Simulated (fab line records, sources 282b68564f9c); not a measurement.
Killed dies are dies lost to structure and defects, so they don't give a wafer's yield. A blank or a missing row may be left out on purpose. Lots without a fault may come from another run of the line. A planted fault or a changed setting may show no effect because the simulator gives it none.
fab line records | flow rit_cmos
record lots=14 wafers=42 last_day=8
route steps=202 shown FOX1@20 PWELL@52 PRETRO@74 NLDD@113 M1@202
lots that met no fault: from a run of the same line without faults
start_h: hours from the record's first day to the start of the lot's first wafer shown | wait_h: hours since the lot's step before | " the same as in the row above | L1.1+2: a row that stands for several wafers | - no value, or no start given | * or withheld: withheld | < > ~ a bound
route shown NAME@n: a module of which the file shows steps, and the number in the route of the first | usual: mean/standard deviation of fault-free wafers | same: alike in all rows | chamber/n: place in a boat | sites: the reading at each site | _std_site: their standard deviation | _edge_site: outer sites' mean less inner sites' | radius_mm: how far each site lies from the wafer's centre | mask NAME#n: copy n | behind: the tool/chamber that last shaped the wafer | hold: why the lot was held/for how many hours/how that ended | device: the transistor (n, p or np) that didn't switch | end of line: the same wafers' tests at the end of the route | a step without rows: its recipe alone | killed: dies lost to structure and defects at the first sort, not the wafer's yield | map: a wafer's dies, x killed, . not, _ none there
set.NAME: the setting as run; set.NAME@STEP: as run at that earlier step | model.NAME: the simulator's own value behind a step, which no gauge read
steps of the route over a sample of lots; a table a step, a row a wafer
services: from which hour (start_h, from the record's first day; less than 0 if before it) a tool's chamber was out of use, for how many hours, and why
## steps
# step RIT_FOX1_OXIDATION_00
# recipe temp_c=1100 ambient=H2O target_thk_a=3507 p_h2o_torr=720 ox_time_s=1130
# usual spike_tc_centre_C=1102.2/1.2 spike_tc_load_C=1126.2/2.2 spike_tc_source_C=1127.6/1.5 tube_center_temp_C=1100/0.1 tube_center_temp_C_max=1102.9/0.48
# columns lot.wafer tool chamber start_h wait_h spike_tc_centre_C spike_tc_load_C spike_tc_source_C tube_center_temp_C tube_center_temp_C_max
L919.1 furnace-04 0 18.20 2.7 1103.2 1129.6 1128.4 1100.2 1103.5
L919.3 " 0 " " 1102.6 1128.5 1128.7 1100 1103.0
L919.4 " 0 " " 1102.2 1129.4 1129.8 1100.1 1103.0
L920.2 furnace-01 0 22.57 0.1 1101.4 1125.9 1124.4 1100.1 1102.7
L920.3 " 0 " " 1103.1 1124.7 1125.1 1100 1102.8
L920.4 " 0 " " 1102.3 1124.7 1127.4 1099.8 1102.3
L921.1 furnace-03 0 27.20 0.0 1101.4 1124.2 1127.6 1099.9 1103.0
L921.2 " 0 " " 1101.9 1122.5 1128.1 1100.3 1103.1
L921.5 " 0 " " 1101.8 1124.4 1127.4 1100.1 1103.1
L924.1 furnace-03 0 42.17 0.4 1099.6 1123.7 1128.0 1100 1102.5
L924.4 " 0 " " 1101.3 1122.0 1128.9 1100.1 1104.0
L924.6 " 0 " " 1101.5 1124.7 1128.1 1099.9 1102.7
L925.1 furnace-03 0 47.11 1.4 1101.7 1124.1 1128.5 1100 1103.4
L925.3 " 0 " " 1100.6 1124.2 1127.3 1099.8 1102.1
L925.6 " 0 " " 1101.1 1123.5 1127.8 1100 1103.0
L926.2 furnace-03 0 52.10 1.1 1086.2 1108.8 1113.3 1085.4 1088.8
L926.4 " 0 " " 1088.0 1108.6 1112.2 1085.1 1088.0
L926.6 " 0 " " 1087.4 1109.1 1111.0 1085.3 1087.8
L927.2 furnace-03 0 56.39 0.7 1088.4 1107.5 1112.6 1085.3 1088.1
L927.3 " 0 " " 1087.0 1108.5 1111.4 1085.2 1088.1
L927.6 " 0 " " 1088.4 1108.2 1113.8 1085.4 1088.0
L928.1 furnace-01 0 61.37 0.0 1102.6 1125.8 1127.9 1100.1 1103.3
L928.5 " 0 " " 1100.9 1125.0 1126.3 1100.2 1103.6
L928.6 " 0 " " 1101.1 1125.7 1125.7 1100 1102.8
L929.1 furnace-04 0 67.01 1.5 1104.0 1128.9 1126.8 1099.9 1102.3
L929.4 " 0 " " 1102.8 1128.0 1129.6 1099.9 1102.4
L929.5 " 0 " " 1100.4 1129.6 1129.2 1100.1 1102.3
L932.2 furnace-04 0 83.34 0.0 1101.3 1130.4 1128.1 1099.9 1102.9
L932.4 " 0 " " 1102.4 1128.7 1129.5 1100 1103.0
L932.6 " 0 " " 1101.4 1127.8 1129.0 1099.9 1103.7
L936.1 furnace-01 0 102.23 0.0 1102.9 1126.2 1127.4 1100 1102.6
L936.5 " 0 " " 1101.9 1125.9 1126.0 1100.1 1103.1
L936.6 " 0 " " 1102.9 1125.8 1126.8 1100.1 1103.2
L939.3 furnace-01 0 117.66 1.3 1101.2 1124.5 1126.3 1100 1103.3
L939.4 " 0 " " 1102.3 1127.1 1125.9 1100.1 1102.9
L939.5 " 0 " " 1102.6 1125.7 1127.3 1099.9 1102.2
L941.1 furnace-01 0 127.81 1.9 1102.2 1126.2 1125.2 1100 1104.0
L941.5 " 0 " " 1100.5 1125.4 1127.4 1100.1 1102.5
L941.6 " 0 " " 1103.4 1127.2 1124.9 1100.1 1104.2
L942.1 furnace-04 0 132.37 1.5 1101.9 1129.8 1129.4 1100.2 1102.8
L942.4 " 0 " " 1103.0 1128.2 1129.1 1100 1102.6
L942.6 " 0 " " 1101.2 1129.5 1129.3 1100 1102.7
# step RIT_WELLDRIVE_RS_MEAS_02
# recipe thk_meas_gauge=four-point-probe
# usual PWELL_RS=430.7/0.99
# columns lot.wafer tool chamber start_h wait_h PWELL_RS[ohm/sq]
L919.1 film_metro-03 - 30.96 0.1 430.8
L919.3 " - " " 430.5
L919.4 " - " " 429.7
L920.2 film_metro-03 - 35.23 0.1 432.8
L920.3 " - " " 431.4
L920.4 " - " " 432.5
L921.1 film_metro-01 - 39.32 0.1 430.8
L921.2 " - " " 431.2
L921.5 " - " " 431.2
L924.1 film_metro-04 - 55.29 0.1 430.4
L924.4 " - " " 430.2
L924.6 " - " " 429.8
L925.1 film_metro-04 - 60.38 0.1 428.4
L925.3 " - " " 429.1
L925.6 " - " " 429.6
L926.2 film_metro-03 - 64.60 0.1 430.6
L926.4 " - " " 430.2
L926.6 " - " " 429.3
L927.2 film_metro-03 - 69.40 0.1 429.4
L927.3 " - " " 430.0
L927.6 " - " " 429.9
L928.1 film_metro-04 - 74.46 0.1 430.0
L928.5 " - " " 428.9
L928.6 " - " " 429.6
L929.1 film_metro-04 - 80.42 0.1 430.3
L929.4 " - " " 430.8
L929.5 " - " " 431.3
L932.2 film_metro-04 - 96.25 0.1 429.8
L932.4 " - " " 430.7
L932.6 " - " " 430.5
L936.1 film_metro-03 - 114.98 0.1 431.4
L936.5 " - " " 430.9
L936.6 " - " " 430.7
L939.3 film_metro-04 - 132.53 0.1 430.9
L939.4 " - " " 431.5
L939.5 " - " " 430.9
L941.1 film_metro-01 - 141.96 0.1 430.5
L941.5 " - " " 430.6
L941.6 " - " " 430.3
L942.1 film_metro-01 - 148.02 0.1 431.8
L942.4 " - " " 431.5
L942.6 " - " " 432.2
# step RIT_PRETRO_TW_MEAS_10
# usual PRETRO_TW=475/4.8
# columns lot.wafer tool chamber start_h wait_h PRETRO_TW
L919.1 film_metro-02 - 34.35 0.1 478
L919.3 " - " " 478
L919.4 " - " " 475
L920.2 film_metro-01 - 38.38 0.1 473
L920.3 " - " " 472
L920.4 " - " " 473
L921.1 film_metro-02 - 42.58 0.1 478
L921.2 " - " " 477
L921.5 " - " " 478
L924.1 film_metro-03 - 58.54 0.1 464
L924.4 " - " " 466
L924.6 " - " " 466
L925.1 film_metro-01 - 63.72 0.1 470
L925.3 " - " " 470
L925.6 " - " " 470
L926.2 film_metro-03 - 67.88 0.1 469
L926.4 " - " " 468
L926.6 " - " " 468
L927.2 film_metro-02 - 72.67 0.1 481
L927.3 " - " " 478
L927.6 " - " " 479
L928.1 film_metro-01 - 77.75 0.1 470
L928.5 " - " " 473
L928.6 " - " " 472
L929.1 film_metro-03 - 83.71 0.1 469
L929.4 " - " " 471
L929.5 " - " " 471
L932.2 film_metro-01 - 99.57 0.1 472
L932.4 " - " " 474
L932.6 " - " " 471
L936.1 film_metro-03 - 118.27 0.1 466
L936.5 " - " " 471
L936.6 " - " " 470
L939.3 film_metro-02 - 135.80 0.1 480
L939.4 " - " " 479
L939.5 " - " " 480
L941.1 film_metro-02 - 145.12 0.1 483
L941.5 " - " " 480
L941.6 " - " " 485
L942.1 film_metro-02 - 151.18 0.1 481
L942.4 " - " " 481
L942.6 " - " " 483
# step RIT_NLDD_TW_MEAS_10
# usual NLDD_TW=2495/20
# columns lot.wafer tool chamber start_h wait_h NLDD_TW
L919.1 film_metro-04 - 45.73 0.1 2494
L919.3 " - " " 2496
L919.4 " - " " 2497
L920.2 film_metro-02 - 48.54 0.1 2526
L920.3 " - " " 2513
L920.4 " - " " 2511
L921.1 film_metro-01 - 53.84 0.1 2465
L921.2 " - " " 2470
L921.5 " - " " 2471
L924.1 film_metro-01 - 68.43 0.1 2448
L924.4 " - " " 2478
L924.6 " - " " 2474
L925.1 film_metro-01 - 76.06 0.1 2479
L925.3 " - " " 2471
L925.6 " - " " 2475
L926.2 film_metro-01 - 78.58 0.1 2481
L926.4 " - " " 2491
L926.6 " - " " 2469
L927.2 film_metro-02 - 86.29 0.1 2511
L927.3 " - " " 2521
L927.6 " - " " 2519
L928.1 film_metro-04 - 91.02 0.1 2508
L928.5 " - " " 2489
L928.6 " - " " 2493
L929.1 film_metro-04 - 94.37 0.1 2488
L929.4 " - " " 2492
L929.5 " - " " 2471
L932.2 film_metro-04 - 109.24 0.1 2475
L932.4 " - " " 2472
L932.6 " - " " 2490
L936.1 film_metro-04 - 128.46 0.1 2495
L936.5 " - " " 2476
L936.6 " - " " 2492
L939.3 film_metro-01 - 152.02 0.1 2468
L939.4 " - " " 2474
L939.5 " - " " 2470
L941.1 film_metro-02 - 161.62 0.1 2528
L941.5 " - " " 2546
L941.6 " - " " 2525
L942.1 film_metro-02 - 173.57 0.1 2521
L942.4 " - " " 2528
L942.6 " - " " 2530
# step RIT_M1_PROBE_99
# usual killed_at_contacts=0.1/0.24 killed_at_front_end=6.7/2.9 killed_dies=6.8/2.9 killed_open=3.5/2 killed_short=3.2/1.9
# same gross_dies=264 killed_at_M0_to_M3=0 killed_at_M4_up=0 killed_at_back_side=0 killed_at_other=0
# columns lot.wafer tool chamber start_h wait_h killed_at_contacts killed_at_front_end killed_dies killed_open killed_short
L919.1 prober-01 - 60.71 0.1 0 6 6 0 6
L919.3 prober-01 - 60.81 0.2 1 4 5 3 2
L919.4 prober-01 - 60.86 0.2 0 1 1 1 0
L920.2 prober-02 - 63.60 0.1 0 10 10 2 8
L920.3 prober-02 - 63.65 0.2 0 11 11 6 5
L920.4 prober-02 - 63.70 0.2 0 8 8 3 5
L921.1 prober-01 - 68.66 0.1 0 7 7 3 3
L921.2 prober-01 - 68.71 0.1 0 3 3 1 2
L921.5 prober-01 - 68.86 0.2 1 8 9 4 5
L924.1 prober-02 - 83.79 0.1 0 6 6 3 3
L924.4 prober-02 - 83.94 0.2 0 10 10 7 3
L924.6 prober-02 - 84.04 0.2 0 11 11 8 3
L925.1 prober-01 - 90.81 0.1 0 9 9 5 4
L925.3 prober-01 - 90.91 0.2 0 3 3 3 0
L925.6 prober-01 - 91.06 0.2 0 7 7 5 2
L926.2 prober-02 - 93.88 0.1 0 11 11 8 3
L926.4 prober-02 - 93.98 0.2 0 9 9 4 5
L926.6 prober-02 - 94.08 0.2 0 10 10 7 3
L927.2 prober-02 - 101.42 0.1 0 1 1 1 0
L927.3 prober-02 - 101.47 0.2 0 6 6 6 0
L927.6 prober-02 - 101.62 0.2 0 5 5 3 2
L928.1 prober-02 - 107.10 0.1 0 10 10 2 8
L928.5 prober-02 - 107.30 0.2 0 11 11 9 2
L928.6 prober-02 - 107.35 0.2 0 11 11 5 6
L929.1 prober-01 - 109.12 0.1 0 10 10 6 4
L929.4 prober-01 - 109.27 0.2 0 11 11 4 7
L929.5 prober-01 - 109.32 0.2 0 6 6 2 4
L932.2 prober-02 - 125.82 0.1 0 10 10 3 7
L932.4 prober-02 - 125.92 0.2 0 2 2 0 2
L932.6 prober-02 - 126.02 0.2 0 6 6 3 3
L936.1 prober-02 - 143.67 0.1 0 3 3 2 1
L936.5 prober-02 - 143.87 0.2 0 7 7 4 3
L936.6 prober-02 - 143.92 0.2 0 5 5 5 0
L939.3 prober-01 - 166.88 0.2 0 8 8 5 3
L939.4 prober-01 - 166.93 0.2 0 4 4 3 1
L939.5 prober-01 - 166.98 0.2 0 5 5 1 3
L941.1 prober-01 - 176.59 0.1 0 3 3 1 2
L941.5 prober-01 - 176.79 0.2 0 3 3 3 0
L941.6 prober-01 - 176.84 0.2 0 4 4 3 1
L942.1 prober-02 - 188.69 0.1 0 5 5 3 2
L942.4 prober-02 - 188.84 0.2 0 6 6 5 1
L942.6 prober-02 - 188.94 0.2 0 9 9 4 5
# killed by level:class
L919.1 GATE:geometric_particle:short=2 SILICIDE:geometric_particle:short=2 FOX1:geometric_particle:short=1 REOX:geometric_particle:short=1
L919.3 SILICIDE:geometric_particle:open=2 GATE:geometric_particle:short=1 GATE:geometric_particle:open=1 CONTACT:geometric_particle:short=1
L919.4 FOX1:geometric_particle:open=1
L920.2 GATE:geometric_particle:short=2 SPACER:geometric_particle:short=2 SILICIDE:geometric_particle:short=2 FOX1:geometric_particle:short=1 GATE:geometric_particle:open=1 REOX:geometric_particle:short=1 REOX:geometric_particle:open=1
L920.3 GATE:geometric_particle:open=3 GATE:geometric_particle:short=2 REOX:geometric_particle:short=2 FOX1:geometric_particle:open=1 REOX:geometric_particle:open=1 SPACER:geometric_particle:open=1 SPACER:geometric_particle:short=1
L920.4 REOX:geometric_particle:short=3 FOX2:geometric_particle:short=1 GATE:geometric_particle:short=1 REOX:geometric_particle:open=1 SPACER:geometric_particle:open=1 SILICIDE:geometric_particle:open=1
L921.1 GATE:geometric_particle:open=2 GATE:geometric_particle:short=2 FOX2:geometric_particle:short=1 FOX2:geometric_particle:open=1 PWELL:coat_microbubble_printed=1
L921.2 GATE:geometric_particle:short=2 REOX:geometric_particle:open=1
L921.5 SPACER:geometric_particle:short=3 SPACER:geometric_particle:open=2 FOX1:geometric_particle:open=1 GATE:geometric_particle:short=1 REOX:geometric_particle:short=1 CONTACT:geometric_particle:open=1
L924.1 FOX2:geometric_particle:open=2 GATE:geometric_particle:short=2 FOX1:geometric_particle:open=1 SILICIDE:geometric_particle:short=1
L924.4 GATE:geometric_particle:open=2 SPACER:geometric_particle:open=2 SILICIDE:geometric_particle:open=2 FOX1:geometric_particle:short=1 FOX2:geometric_particle:short=1 GATE:geometric_particle:short=1 REOX:geometric_particle:open=1
L924.6 GATE:geometric_particle:open=4 GATE:geometric_particle:short=3 SPACER:geometric_particle:open=2 REOX:geometric_particle:open=1 SILICIDE:geometric_particle:open=1
L925.1 GATE:geometric_particle:open=2 GATE:geometric_particle:short=2 SPACER:geometric_particle:open=2 REOX:geometric_particle:short=1 SPACER:geometric_particle:short=1 SILICIDE:geometric_particle:open=1
L925.3 GATE:geometric_particle:open=1 SPACER:geometric_particle:open=1 SILICIDE:geometric_particle:open=1
L925.6 GATE:geometric_particle:open=3 GATE:geometric_particle:short=2 SPACER:geometric_particle:open=2
L926.2 SILICIDE:geometric_particle:open=4 SPACER:geometric_particle:open=2 FOX2:geometric_particle:short=1 GATE:geometric_particle:short=1 GATE:geometric_particle:open=1 REOX:geometric_particle:open=1 SPACER:geometric_particle:short=1
L926.4 GATE:geometric_particle:short=3 FOX2:geometric_particle:open=1 FOX2:geometric_particle:short=1 REOX:geometric_particle:open=1 SPACER:geometric_particle:open=1 SPACER:geometric_particle:short=1 SILICIDE:geometric_particle:open=1
L926.6 GATE:geometric_particle:open=2 SPACER:geometric_particle:open=2 SILICIDE:geometric_particle:open=2 FOX2:geometric_particle:short=1 REOX:geometric_particle:open=1 REOX:geometric_particle:short=1 SPACER:geometric_particle:short=1
L927.2 FOX2:geometric_particle:open=1
L927.3 FOX2:geometric_particle:open=3 SPACER:geometric_particle:open=2 GATE:geometric_particle:open=1
L927.6 SPACER:geometric_particle:open=2 GATE:geometric_particle:short=1 GATE:geometric_particle:open=1 SILICIDE:geometric_particle:short=1
L928.1 SPACER:geometric_particle:short=3 FOX1:geometric_particle:short=2 SILICIDE:geometric_particle:short=2 FOX1:geometric_particle:open=1 FOX2:geometric_particle:short=1 REOX:geometric_particle:open=1
L928.5 FOX1:geometric_particle:open=5 FOX2:geometric_particle:open=2 FOX1:geometric_particle:short=1 GATE:geometric_particle:open=1 GATE:geometric_particle:short=1 SILICIDE:geometric_particle:open=1
L928.6 FOX1:geometric_particle:short=2 GATE:geometric_particle:short=2 SILICIDE:geometric_particle:short=2 FOX1:geometric_particle:open=1 FOX2:geometric_particle:open=1 GATE:geometric_particle:open=1 SPACER:geometric_particle:open=1 SILICIDE:geometric_particle:open=1
L929.1 GATE:geometric_particle:open=3 GATE:geometric_particle:short=2 REOX:geometric_particle:open=2 FOX1:geometric_particle:short=1 FOX1:geometric_particle:open=1 SPACER:geometric_particle:short=1
L929.4 GATE:geometric_particle:short=4 SILICIDE:geometric_particle:short=2 FOX2:geometric_particle:open=1 GATE:geometric_particle:open=1 REOX:geometric_particle:short=1 SPACER:geometric_particle:open=1 SILICIDE:geometric_particle:open=1
L929.5 GATE:geometric_particle:short=2 FOX1:geometric_particle:open=1 GATE:geometric_particle:open=1 SPACER:geometric_particle:short=1 SILICIDE:geometric_particle:short=1
L932.2 GATE:geometric_particle:short=4 FOX2:geometric_particle:open=2 REOX:geometric_particle:short=2 FOX2:geometric_particle:short=1 REOX:geometric_particle:open=1
L932.4 GATE:geometric_particle:short=1 SPACER:geometric_particle:short=1
L932.6 GATE:geometric_particle:open=2 FOX1:geometric_particle:short=1 GATE:geometric_particle:short=1 REOX:geometric_particle:short=1 REOX:geometric_particle:open=1
L936.1 GATE:geometric_particle:short=1 GATE:geometric_particle:open=1 SPACER:geometric_particle:open=1
L936.5 FOX1:geometric_particle:open=3 GATE:geometric_particle:short=2 FOX2:geometric_particle:short=1 GATE:geometric_particle:open=1
L936.6 FOX1:geometric_particle:open=2 FOX2:geometric_particle:open=1 REOX:geometric_particle:open=1 SILICIDE:geometric_particle:open=1
L939.3 REOX:geometric_particle:open=2 SPACER:geometric_particle:open=2 SPACER:geometric_particle:short=2 GATE:geometric_particle:open=1 REOX:geometric_particle:short=1
L939.4 FOX1:geometric_particle:open=1 GATE:geometric_particle:open=1 GATE:geometric_particle:short=1 SILICIDE:geometric_particle:open=1
L939.5 FOX1:geometric_particle:short=2 GATE:geometric_particle:open=1 SILICIDE:geometric_particle:short=1 PLDD:coat_microbubble_printed=1
L941.1 GATE:geometric_particle:open=1 GATE:geometric_particle:short=1 SILICIDE:geometric_particle:short=1
L941.5 SILICIDE:geometric_particle:open=2 FOX2:geometric_particle:open=1
L941.6 FOX1:geometric_particle:open=1 GATE:geometric_particle:open=1 GATE:geometric_particle:short=1 REOX:geometric_particle:open=1
L942.1 FOX1:geometric_particle:open=2 FOX2:geometric_particle:open=1 FOX2:geometric_particle:short=1 GATE:geometric_particle:short=1
L942.4 GATE:geometric_particle:open=2 FOX2:geometric_particle:open=1 FOX2:geometric_particle:short=1 REOX:geometric_particle:open=1 SILICIDE:geometric_particle:open=1
L942.6 SPACER:geometric_particle:open=2 FOX1:geometric_particle:open=1 FOX1:geometric_particle:short=1 FOX2:geometric_particle:short=1 GATE:geometric_particle:short=1 GATE:geometric_particle:open=1 REOX:geometric_particle:short=1 SILICIDE:geometric_particle:short=1
## services
# columns tool chamber start_h hours kind
furnace-03 - 14.37 2.7 pm
furnace-01 - 74.34 3.8 pm
furnace-04 - 111.62 3.5 pm
## key
first_sign step=RIT_FOX1_OXIDATION_00 reading=tube_center_temp_C direction=down sigmas=99+ usual=* struck=*
effect step=RIT_FOX1_OXIDATION_00 reading=tube_center_temp_C_max direction=down sigmas=31 usual=* struck=*
met_at RIT_FOX1_OXIDATION_00
struck_lots L926,L927
tester_left_out L926,L927
not_acting_at RIT_WELLDRIVE_RS_MEAS_02,RIT_PRETRO_TW_MEAS_10,RIT_NLDD_TW_MEAS_10
onset_between 47.11 52.10
fault kind=process_parameter_drift tool=furnace-03 chamber=- onset_h=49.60 steps=RIT_FOX1_OXIDATION_00 channel=temp_c offset=* shape=step end_h=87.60 acts_in=* stated=*
# tester_left_out: of these lots the tester's yield and bins aren't shown, on N5 and GAA mostly nor the transistor test; their killed dies are dies lost to structure and defects alone, not to doping, threshold or leakage, so they don't give the yield
